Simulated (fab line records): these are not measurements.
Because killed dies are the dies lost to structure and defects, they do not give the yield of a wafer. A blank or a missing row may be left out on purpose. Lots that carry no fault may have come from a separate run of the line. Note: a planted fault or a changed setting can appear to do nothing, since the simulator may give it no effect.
A lot that was struck, set against a sound lot || flow rit_cmos || 16 out of 202 route steps
Sound: wafers L460.1, L460.5, L460.6. Struck: wafers L466.2, L466.4, L466.5. The cause comes at the end.
Per side, at each step with rows, come the tool, then ch with its chambers, and then its first start. Under that, the readings that differ: sound wafers || struck wafers || difference of the means || sigmas: that difference in standard deviations of wafers without a fault.
alike: words and numbers the same on both sides, and readings whose means are apart by under 2 such deviations; not compared: readings that were withheld, readings missing a value for some wafer, numbers with overlapping values and no deviation given by the record, and bounds like >300 which may hide the same value.
The two part at a step that has a row with sigmas, a row that says differs or no value, or rows on one side only. Numbers that don't overlap but have no deviation are shown without sigmas and don't part them. A reading that every wafer of one side lacks parts them only if that side has two wafers or more.

first, 4 steps without rows for these wafers: RIT_ACTIVE_SOFTBAKE_07 (time 60 s); RIT_ACTIVE_EXPOSE_08 (exposes mask M1, target cd 1400 nm); RIT_ACTIVE_PEB_09; RIT_ACTIVE_DEVELOP_10 (develop time 50 s).
RIT_ACTIVE_CD_MEAS_11: the cd target is 1400 nm.
  sound on cd_sem-01, day 2 10:26; struck on cd_sem-02, day 3 17:49
  alike: cd_nm
then, 1 step without rows for these wafers: RIT_ACTIVE_HARDBAKE_12 (time 60 s).
RIT_ACTIVE_ETCH_13: etches Si3N4 in SF6, stops on SiO2, time 210 s, target depth 210 nm.
  sound on rie_diel-02 ch 1,2, day 2 10:48; struck on rie_diel-03 ch 0,2,3, day 3 18:04
  alike: SF6_flow_sccm, drypump_motor_current_A, oes_product_au, rf_fwd_power_W, throttle_valve_pct
  not compared: rf_hours_counter_h
RIT_ACTIVE_STRIP_14: strips in O2, time 180 s.
  sound on plasma_asher-02 ch 0,1, day 2 10:56; struck on plasma_asher-03 ch 0, day 3 18:13
  alike: drypump_motor_current_A, rf_refl_power_W
  not compared: rf_hours_counter_h
RIT_ACTIVE_CD_MEAS_90: the cd target is 1400 nm.
  sound on cd_sem-01, day 2 11:06; struck on cd_sem-01, day 3 18:24
  alike: cd_nm
then, 3 steps without rows for these wafers: RIT_ACTIVE_CLEAN_15 (cleans in SC1, time 600 s); RIT_ACTIVE_CLEAN_16 (cleans in dHF, time 30 s); RIT_ACTIVE_CLEAN_17 (cleans in SC2, time 600 s).
RIT_FOX1_OXIDATION_00: target thk 350.7 nm, ox time 1130 s.
  sound on furnace-01 ch 0, day 2 11:35; struck on furnace-01 ch 0, day 3 19:03
{"reading": "spike_tc_centre_C (C)", "sound": "1103.0 1102.8 1102.7", "struck": "1126.6 1127.0 1125.3", "difference": "+23.5", "sigmas": "+20"}
{"reading": "spike_tc_load_C (C)", "sound": "1126.7 1123.2 1125.2", "struck": "1153.0 1149.4 1152.4", "difference": "+26.6", "sigmas": "+12"}
{"reading": "spike_tc_source_C (C)", "sound": "1121 1123 1123", "struck": "1148 1147 1148", "difference": "+25", "sigmas": "+8"}
{"reading": "tube_center_temp_C (C)", "sound": "1099.9 1100.1 1099.9", "struck": "1125.2 1125.1 1125.1", "difference": "+25.2", "sigmas": "+99 or more"}
{"reading": "tube_center_temp_C_max", "sound": "1102.5 1102.9 1102.4", "struck": "1127.9 1128.6 1127.4", "difference": "+25.4", "sigmas": "+54"}
{"reading": "model.SiO2_of_FOX1_OXIDATION_00.thk_nm (nm)", "sound": "353.3 345.7 357.7", "struck": "401.5 396.9 392.3", "difference": "+44.7", "sigmas": ""}
RIT_FOX1_THK_MEAS_01:
  sound on film_metro-02, day 2 12:54; struck on film_metro-02, day 3 20:23
{"reading": "FOX1_OXIDE_THK (nm)", "sound": "353 346 358", "struck": "401 397 392", "difference": "+44", "sigmas": "+7"}
then, 1 step without rows for these wafers: RIT_FOX1_WET_ETCH_02 (etches SiO2 in BOE, target depth 350 nm, time 390 s).
RIT_M1_PROBE_99:
  sound on prober-01, day 4 06:11; struck on prober-01, day 5 11:10
{"reading": "model.etest.pldd.width_nm (nm)", "sound": "3149 3165 3172", "struck": "3112 3138 3132", "difference": -35, "sigmas": ""}
{"reading": "model.etest.nldd.width_nm (nm)", "sound": "3145 3161 3157", "struck": "3116 3125 3135", "difference": -29, "sigmas": ""}
{"reading": "model.etest.nplus_sal.width_nm (nm)", "sound": "3480 3456 3454", "struck": "3402 3409 3379", "difference": -67, "sigmas": ""}
{"reading": "model.etest.pplus_sal.width_nm (nm)", "sound": "3455 3457 3443", "struck": "3373 3392 3393", "difference": -66, "sigmas": ""}
  alike: killed_at_front_end, killed_dies, killed_open, killed_short

WHERE THEY PART
Earliest at RIT_FOX1_OXIDATION_00; latest, in this record, at RIT_FOX1_THK_MEAS_01. Later steps at which nothing parts them and some readings are alike: RIT_M1_PROBE_99.

WHY: what the simulator had put in
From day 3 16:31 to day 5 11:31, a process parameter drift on furnace-01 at RIT_FOX1_OXIDATION_00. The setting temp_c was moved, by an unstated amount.
